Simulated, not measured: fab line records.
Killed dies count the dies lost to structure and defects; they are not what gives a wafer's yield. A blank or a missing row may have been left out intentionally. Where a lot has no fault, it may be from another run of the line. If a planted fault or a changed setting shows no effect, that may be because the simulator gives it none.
8D (eight disciplines) problem report, filled in by code / flow rit cmos / the parts of the form that need people (team, actions taken, sign-off) are left out

## 1. WHAT WENT WRONG
At RIT_FOX2_OXIDATION_00, tube center temp C averages 1114 C over 6 wafers from 2 lots, while fault-free wafers read 1100 C, standard deviation 0.11. That is +99 or more standard deviations from the usual mean.
The step: target thk 350.7 nm, ox time 1130 s.
First observed at day 3 07:20: wafer L885.2, on furnace-01. The record has a number at this step for 18 wafers belonging to 6 lots. Rule for "out" (also "out of limits"): further than 4 standard deviations from the usual mean. Any other wafer with a number is counted as sound.

## 2. WHAT THIS IS AND IS NOT
question=which readings at this step | is=tube center temp C, spike tc centre C, spike tc source C, tube_center_temp_C_max | is not=-
question=which lots | is=L885, L889 | is not=L878, L879, L898, L899
question=which wafers of those lots | is=all that have a number | is not=-
question=read on which tools | is=furnace-01 | is not=furnace-03, furnace-04
question=when | is=from day 3 07:20 | is not=up to then (6 sound wafers); but 6 sound wafers of L898, L899 came after

## 3. WHAT RULES OUT EACH SUSPECT
Counting: any tool at a process step up to the reading is kept as a suspect provided that every lot that is out went through it and no sound lot did after the first of them.
- rie diel-04 at RIT_ACTIVE_ETCH_13 (etches Si3N4 in SF6, stops on SiO2, time 210 s, target depth 210 nm): ruled out as a lasting fault. Sound lots L898, L899 ran on it after its first lot that is out, L885 (day 3 03:31).
- furnace-01 at RIT_FOX2_OXIDATION_00 (target thk 350.7 nm, ox time 1130 s): kept. All lots that are out passed through it, beginning with L885 at day 3 07:20, and no sound lot followed; its final sound lot before that point was L879 at day 2 05:09. Its own spike tc centre C, spike tc source C, tube center temp C, tube_center_temp_C_max readings are out on those wafers.
The count leaves furnace-01 at RIT_FOX2_OXIDATION_00.

## 4. THE CAUSE (what the simulator had put in)
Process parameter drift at RIT_FOX2_OXIDATION_00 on furnace-01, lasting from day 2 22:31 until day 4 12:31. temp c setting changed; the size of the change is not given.
After counting, this tool was the only one left.

## 5. SEQUENCE OF EFFECTS, ordered by route
Each row: a reading where the mean over the struck wafers with a number is more than 3 standard deviations away from the usual. Only readings whose record carries a usual standard deviation are examined. hours: median over the lots of the time between each lot's start at the first step of this table that gives one and its start at this step. sigmas: the change, counted in usual standard deviations.
hours=0; step=RIT_FOX2_OXIDATION_00; reading=spike tc centre C; usual=1101.8 C; on struck wafers=1116.6; change=+14.8; sigmas=+12
hours=0; step=RIT_FOX2_OXIDATION_00; reading=spike tc load C; usual=1123 C; on struck wafers=1140; change=+17; sigmas=+4.2
hours=0; step=RIT_FOX2_OXIDATION_00; reading=spike tc source C; usual=1124 C; on struck wafers=1141; change=+17; sigmas=+4.8
hours=0; step=RIT_FOX2_OXIDATION_00; reading=tube center temp C; usual=1100 C; on struck wafers=1114; change=+14; sigmas=+99 or more
hours=0; step=RIT_FOX2_OXIDATION_00; reading=tube_center_temp_C_max; usual=1102.9; on struck wafers=1116.7; change=+13.8; sigmas=+28
Process steps it contains:
- RIT_FOX2_OXIDATION_00: target thk 350.7 nm, ox time 1130 s.
At these later measuring or inspecting steps, every struck wafer for which the step has a row has a number for every such reading, and none has moved that far: RIT_FOX2_THK_MEAS_01, RIT_FOX2_THK_MEAS_90, RIT_NWELL_OVL_MEAS_06, RIT_NWELL_TW_MEAS_10, RIT_PWELL_OVL_MEAS_06, RIT_PWELL_TW_MEAS_10, RIT_WELLDRIVE_RS_MEAS_01, RIT_WELLDRIVE_RS_MEAS_02.

## 6. HOW IT WOULD HAVE BEEN CAUGHT EARLIER
9 hours passed between the start of the fault at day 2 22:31 and the first reading out of limits in this record, taken at day 3 07:20.
